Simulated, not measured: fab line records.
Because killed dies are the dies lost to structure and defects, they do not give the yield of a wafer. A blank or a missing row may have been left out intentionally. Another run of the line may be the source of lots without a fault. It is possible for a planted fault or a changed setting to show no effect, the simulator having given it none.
Check for tools in common | flow ritCmos | 16 lots, 47 wafers sampled

== THE REASON FOR OPENING IT ==
RIT_CONTACT_OVL_MEAS_09, reading CONTACT_OVL: flagged on 4 of 16 lots. Fault-free wafers read 0.2 nm, with a standard deviation of 1.2.
Rule: flag the lot when none of its wafers has a number, or when each of its wafers that has one lies beyond 4 standard deviations from that mean. As for the other lots, they are considered sound.

lot  | measured    | on         | CONTACT_OVL (nm), wafer by wafer | flag
L751 | day 3 15:01 | overlay-01 | 2.2 1.8 0.5                      | 
L752 | day 3 18:23 | overlay-01 | -1.7 -0.5 -1.9                   | 
L753 | day 4 01:14 | overlay-01 | 0.6 -0.5 0.9                     | 
L755 | day 4 05:27 | overlay-02 | 0.0 -0.1 -0.7                    | 
L754 | day 4 05:44 | overlay-01 | 0.7 -0.4 -0.6                    | 
L756 | day 4 14:17 | overlay-01 | 0.7 -1.9 -2.7                    | 
L757 | day 4 18:08 | overlay-01 | -0.1 0.8 1.0                     | 
L758 | day 4 21:43 | overlay-02 | 0.9 0.4 0.8                      | 
L759 | day 5 03:43 | overlay-01 | 0.6 0.3 1.4                      | 
L760 | day 5 11:37 | overlay-01 | -1.2 -0.6 -0.4                   | 
L761 | day 5 13:10 | overlay-01 | 170.4 171.8 169.4                | FLAGGED
L762 | day 5 21:07 | overlay-02 | 172.3 174.0                      | FLAGGED
L763 | day 6 03:21 | overlay-02 | 173.5 172.5 171.7                | FLAGGED
L765 | day 6 13:41 | overlay-02 | 171.4 171.3 172.5                | FLAGGED
L767 | day 6 18:16 | overlay-01 | 0.2 0.5 1.1                      | 
L773 | day 8 02:10 | overlay-02 | -0.1 2.1 0.0                     | 
Averaged over the flagged lots the numbers come to 171.9 nm, +171.7 nm from the usual (+99 or more standard deviations).

== WHICH TOOL RAN EACH LOT ==
2 process steps preceding the reading are held in the record, out of 202 steps in the route. Cell contents, in order: the tool; ch with the chambers the sampled wafers went through; the start.
lot  | flag    | RIT_GATE_ETCH_19               | RIT_CONTACT_EXPOSE_05
L751 |         | rieSi-02 ch 0,2,3, day 2 22:27 | ilineStepper-01 ch 0, day 3 14:25
L752 |         | rieSi-01 ch 0,3, day 2 23:36   | ilineStepper-02 ch 0, day 3 17:46
L753 |         | rieSi-02 ch 1,2, day 3 10:02   | ilineStepper-01 ch 0, day 4 00:36
L755 |         | rieSi-01 ch 0,2,3, day 3 12:12 | ilineStepper-02 ch 0, day 4 04:49
L754 |         | rieSi-02 ch 0,1,2, day 3 14:08 | ilineStepper-01 ch 0, day 4 05:07
L756 |         | rieSi-01 ch 0,1,3, day 3 21:26 | ilineStepper-02 ch 0, day 4 13:39
L757 |         | rieSi-02 ch 0,1,2, day 4 02:20 | ilineStepper-02 ch 0, day 4 17:31
L758 |         | rieSi-01 ch 0,1,3, day 4 06:07 | ilineStepper-02 ch 0, day 4 21:07
L759 |         | rieSi-02 ch 0,2,3, day 4 10:38 | ilineStepper-02 ch 0, day 5 03:04
L760 |         | rieSi-01 ch 0,1, day 4 19:05   | ilineStepper-02 ch 0, day 5 11:01
L761 | FLAGGED | rieSi-02 ch 0,2,3, day 4 22:18 | ilineStepper-02 ch 0, day 5 12:31
L762 | FLAGGED | rieSi-01 ch 0,1, day 5 05:26   | ilineStepper-02 ch 0, day 5 20:29
L763 | FLAGGED | rieSi-02 ch 0,1,2, day 5 10:23 | ilineStepper-02 ch 0, day 6 02:33
L765 | FLAGGED | rieSi-02 ch 1,2, day 5 21:46   | ilineStepper-02 ch 0, day 6 13:03
L767 |         | rieSi-02 ch 1,2,3, day 6 02:54 | ilineStepper-01 ch 0, day 6 17:38
L773 |         | rieSi-02 ch 0,2, day 7 10:50   | ilineStepper-01 ch 0, day 8 01:32
What these steps do:
- RIT_GATE_ETCH_19: etches poly-Si in SF6/CHF3/O2, stops on SiO2, time 165 s, target depth 312.5 nm.
- RIT_CONTACT_EXPOSE_05: exposes mask M11, target cd 1000 nm.
- RIT_CONTACT_OVL_MEAS_09

== FLAGGED OVER TOTAL, TOOL BY TOOL (the gauges that took the reading come last) ==
step                    | tool            | lots run | flagged | share of the flagged lots | sound lots run after its first flagged lot
RIT_GATE_ETCH_19        | rieSi-01        | 6        | 1       | some                      | 0
RIT_GATE_ETCH_19        | rieSi-02        | 10       | 3       | some                      | 2 (L767,L773)
RIT_CONTACT_EXPOSE_05   | ilineStepper-01 | 5        | 0       | none                      | -
RIT_CONTACT_EXPOSE_05   | ilineStepper-02 | 11       | 4       | all                       | 0
RIT_CONTACT_OVL_MEAS_09 | overlay-01      | 10       | 1       | some                      | 1 (L767)
RIT_CONTACT_OVL_MEAS_09 | overlay-02      | 6        | 3       | some                      | 1 (L773)

== THE TABLE: WHAT IT ALLOWS ==
Rows of the table that ran each flagged lot: 1, that is ilineStepper-02 at RIT_CONTACT_EXPOSE_05.
- ilineStepper-02 at RIT_CONTACT_EXPOSE_05: 4 of its 11 lots flagged. A fault beginning between L760 (day 5 11:01), its last sound lot, and L761 (day 5 12:31), its first flagged one, fits the data.
ilineStepper-02 at RIT_CONTACT_EXPOSE_05 is the single tool remaining.

== WHAT THE SIMULATOR HAD PUT IN ==
Scanner matching overlay: ilineStepper-02, from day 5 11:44 on, at RIT_CONTACT_EXPOSE_05. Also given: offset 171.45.
Lots struck among those shown: L761, L762, L763, L765. The rule above found the same.
